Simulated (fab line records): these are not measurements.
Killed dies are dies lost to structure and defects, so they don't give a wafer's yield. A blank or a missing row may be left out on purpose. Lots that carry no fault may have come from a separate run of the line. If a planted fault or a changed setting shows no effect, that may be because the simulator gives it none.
Which tool was responsible?	flow berkeley-cmos170	at 1 step of a route of 331, 15 lots with 45 wafers sampled

WHAT THE GAUGES SHOWED, per wafer
UCB170_SPACER_THK_MEAS_01. Usual: SPACER_TEOS_THK gives 376 nm (standard deviation 6).
lot	measured	on	SPACER_TEOS_THK (nm)	flag
L250	day 6 23:52	film-metro-03	373 375 381	
L252	day 7 11:56	film-metro-01	379 382 391	
L253	day 7 19:36	film-metro-01	368 366 374	
L257	day 8 02:36	film-metro-04	371 374 376	
L260	day 8 15:12	film-metro-04	371 370 377	
L259	day 8 15:23	film-metro-03	374 369 366	
L261	day 8 15:50	film-metro-04	365 370 376	
L263	day 9 14:31	film-metro-04	374 377 371	
L262	day 9 14:56	film-metro-04	375 371 380	
L264	day 9 15:12	film-metro-04	369 376 368	
L265	day 9 15:22	film-metro-03	380 376 384	
L267	day 10 08:59	film-metro-01	377 378 386	
L268	day 10 09:44	film-metro-03	363 374 373	
L270	day 10 09:44	film-metro-04	373 376 384	
L272	day 11 03:26	film-metro-03	372 379 379	

WHICH TOOL RAN EACH LOT (tool, then ch and the chambers of the sampled wafers, then the start)
There is no process step in the record ahead of these readings.

WHAT THE TOOLS THEMSELVES READ (means of the sampled wafers that have a number; where no wafer has one, the mark that the record gives instead)
The record holds no such reading with a usual standard deviation.

THE ANSWER, worked out from the rows above alone
Rule: a lot counts as off when the mean over its wafers that have a number is more than 3 standard deviations away from the usual mean. A lot without any number at a reading at which 4 lots or more have one is off too. Where the step has rows for the other lots, those lots are counted as sound. Order of review: gauges by route order, followed by the tools' own readings, for which a lot's mean as printed above is used. At the first step where some lot is off, the reading lying furthest off is the one used; lots without a number count as furthest.
No lot is off on any of the readings shown, so nothing can be concluded from this.

WHAT THE SIMULATOR PUT IN
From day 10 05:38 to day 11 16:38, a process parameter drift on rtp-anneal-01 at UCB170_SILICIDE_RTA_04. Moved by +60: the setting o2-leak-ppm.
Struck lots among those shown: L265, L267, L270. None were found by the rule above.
